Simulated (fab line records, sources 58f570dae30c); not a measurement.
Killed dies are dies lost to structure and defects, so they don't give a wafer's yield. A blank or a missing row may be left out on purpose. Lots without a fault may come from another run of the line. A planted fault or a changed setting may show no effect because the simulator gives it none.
Problem report in the 8D (eight disciplines) form, filled by code | flow berkeley_cmos170 | the parts of the form that need people (team, actions taken, sign-off) are left out

1. THE PROBLEM
V1_POLISHED_THK at UCB170_V1_THK_MEAS_04 reads a mean of 1358.0 nm on 2 wafers of 2 lots; wafers without a fault read 999.9 nm with a standard deviation of 1.1. That is +99 or more standard deviations from the usual mean.
First seen on wafer L238.4, day 10 02:02, on film_metro-01. The record holds 40 wafers of 14 lots with a number at this step. Rule for "out", or "out of limits": more than 4 standard deviations from the usual mean. The other wafers with a number count as sound.

2. WHAT IT IS AND WHAT IT IS NOT
question                    | is                           | is not
which readings at this step | V1_POLISHED_THK              | -
which lots                  | L238, L240                   | L226, L227, L229, L231, L232, L233, L234, L235, L236, L237, L247, L248
which wafers of those lots  | L238.4, L240.5               | L238.2, L238.6
read on which gauges        | film_metro-01, film_metro-04 | film_metro-02
when                        | from day 10 02:02            | up to then (32 sound wafers); but 6 sound wafers of L247, L248 came after

3. SUSPECTS, AND WHAT RULES EACH OUT
Counting: a tool at a process step up to the reading stays a suspect if it ran every lot that is out. Sound lots after the first of them don't rule it out here, since some wafers of a struck lot are sound.
- the gauge at UCB170_V1_THK_MEAS_04: ruled out. The wafers that are out were read on 2 gauges (film_metro-01, film_metro-04).
- rtp_anneal-02 at UCB170_SILICIDE_RTA_04 (time 15 s): kept. It ran every lot that is out, first L238 (day 9 13:14); its last sound lot up to then is L237 (day 9 02:42).
- cmp-01 at UCB170_V1_CMP_02 (polishes SiO2): kept. It ran every lot that is out, first L238 (day 10 01:36); its last sound lot up to then is L236 (day 9 15:35).
- Within cmp-01 at UCB170_V1_CMP_02: the wafers that are out ran in chamber 2; their sound lot-mates ran in chambers 0, 3.
Left after counting: rtp_anneal-02 at UCB170_SILICIDE_RTA_04, cmp-01 at UCB170_V1_CMP_02.

4. THE CAUSE (what the simulator had put in)
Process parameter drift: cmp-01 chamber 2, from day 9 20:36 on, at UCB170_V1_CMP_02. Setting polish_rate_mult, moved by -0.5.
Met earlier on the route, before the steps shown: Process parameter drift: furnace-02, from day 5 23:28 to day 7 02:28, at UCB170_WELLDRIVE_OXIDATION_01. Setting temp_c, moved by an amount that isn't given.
Counting left 2 suspects, and this tool is among them.

5. THE CHAIN OF EFFECTS, in route order
Each row: a reading whose mean over the struck wafers that have a number lies more than 3 standard deviations from the usual. Only readings for which the record gives a usual standard deviation are gone through. hours: the time from each lot's start at the first step in this table that gives one to its start at this step, as a median over the lots. sigmas: the change in usual standard deviations.
hours | step                  | reading         | usual      | on struck wafers | change | sigmas
0     | UCB170_V1_THK_MEAS_04 | V1_POLISHED_THK | 999.9 nm   | 1358.0           | +358.1 | +99 or more
2     | UCB170_V1_ETCH_14     | oes_product_au  | 0.875 a.u. | 0.995            | +0.120 | +11
The process steps in it:
- UCB170_V1_ETCH_14: etches SiO2 in CHF3/CF4/Ar, stops on Al, target depth 1250 nm, time 291 s.

6. WHAT WOULD HAVE CAUGHT IT SOONER
In this record the first reading out of limits at a measuring or inspecting step was taken at day 10 02:02, 5 hours after the fault began at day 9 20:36.
Of the tool readings at UCB170_V1_CMP_02 for which the record gives a usual standard deviation, none was out on any struck wafer, so an alarm limit of 4 standard deviations on them would not have fired.
Of the lots that are out (2), L240 began UCB170_V1_CMP_02 on cmp-01 after day 10 02:02. A hold on the tool at that time would have spared it.
